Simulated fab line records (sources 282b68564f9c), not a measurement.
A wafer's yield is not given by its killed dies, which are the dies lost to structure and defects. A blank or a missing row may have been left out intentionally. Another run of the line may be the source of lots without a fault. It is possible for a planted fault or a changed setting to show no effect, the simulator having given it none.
Struck lot and sound lot, side by side    flow rit cmos    15 steps out of a route of 202
Sound: wafers L868.2, L868.4, L868.6. Struck: wafers L879.2, L879.4, L879.6. The cause is named last.
Per side, at each step with rows, come the tool, then ch with its chambers, and then its first start. Under that, the readings that differ: sound wafers    struck wafers    difference of the means    sigmas: that difference in standard deviations of wafers without a fault.
alike: readings whose means differ by less than 2 such deviations, and words and numbers that are the same on both sides. not compared: withheld readings, readings that some wafer has no value for, bounds like >300 that may hide the same value, and numbers for which the record gives no deviation and whose values overlap.
Wherever a step has rows on one side only, a row that says differs or no value, or a row with sigmas, the two part there. Non-overlapping numbers with no deviation appear without sigmas and do not part them. Lack of a reading on every wafer of one side parts them only where that side has two or more wafers.

first, 1 step without rows for these wafers: RIT_NWELL_IMPLANT_08.
RIT_NWELL_STRIP_09: strips in O2, time 180 s.
  sound on plasma asher-01 ch 0,1, day 3 22:49; struck on plasma asher-01 ch 0, day 6 06:08
  alike: drypump motor current A, o2 flow sccm
  not compared: rf hours counter h
RIT_NWELL_TW_MEAS_10:
  sound on film metro-02, day 3 23:01; struck on film metro-02, day 6 06:19
  alike: NWELL_TW
then, 6 steps without rows for these wafers: RIT_PWELL_HMDS_00 (prime time 60 s); RIT_PWELL_COAT_01 (resist thk 1300 nm); RIT_PWELL_SOFTBAKE_02 (time 60 s); RIT_PWELL_EXPOSE_03 (exposes mask M3, target cd 43700 nm); RIT_PWELL_PEB_04; RIT_PWELL_DEVELOP_05 (develop time 68 s).
RIT_PWELL_OVL_MEAS_06:
  sound on overlay-02, day 3 23:56; struck on overlay-02, day 6 07:26
  alike: PWELL_OVL
then, 2 steps without rows for these wafers: RIT_PWELL_HARDBAKE_07 (time 120 s); RIT_PWELL_IMPLANT_08.
RIT_PWELL_STRIP_09: strips in O2, time 180 s.
  sound on plasma asher-01 ch 0,1, day 4 00:22; struck on plasma asher-03 ch 1, day 6 07:52
reading              sound           struck          difference  sigmas
o2 flow sccm (sccm)  3983 4007 4018  4812 4798 4787  +796        +66
  alike: drypump motor current A
  not compared: rf hours counter h
RIT_PWELL_TW_MEAS_10:
  sound on film metro-04, day 4 00:34; struck on film metro-02, day 6 08:04
  alike: PWELL_TW
RIT_M1_PROBE_99:
  sound wafers here have rows in the record (prober-02, day 5 14:32); struck ones have none

## WHERE THEY PART
At RIT_PWELL_STRIP_09 first; at RIT_M1_PROBE_99 last (within this record only).

WHY: what had been put in by the simulator
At RIT_PWELL_STRIP_09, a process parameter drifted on plasma asher-03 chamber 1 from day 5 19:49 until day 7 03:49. Setting o2 flow sccm, moved by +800, from 4000. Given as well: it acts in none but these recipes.
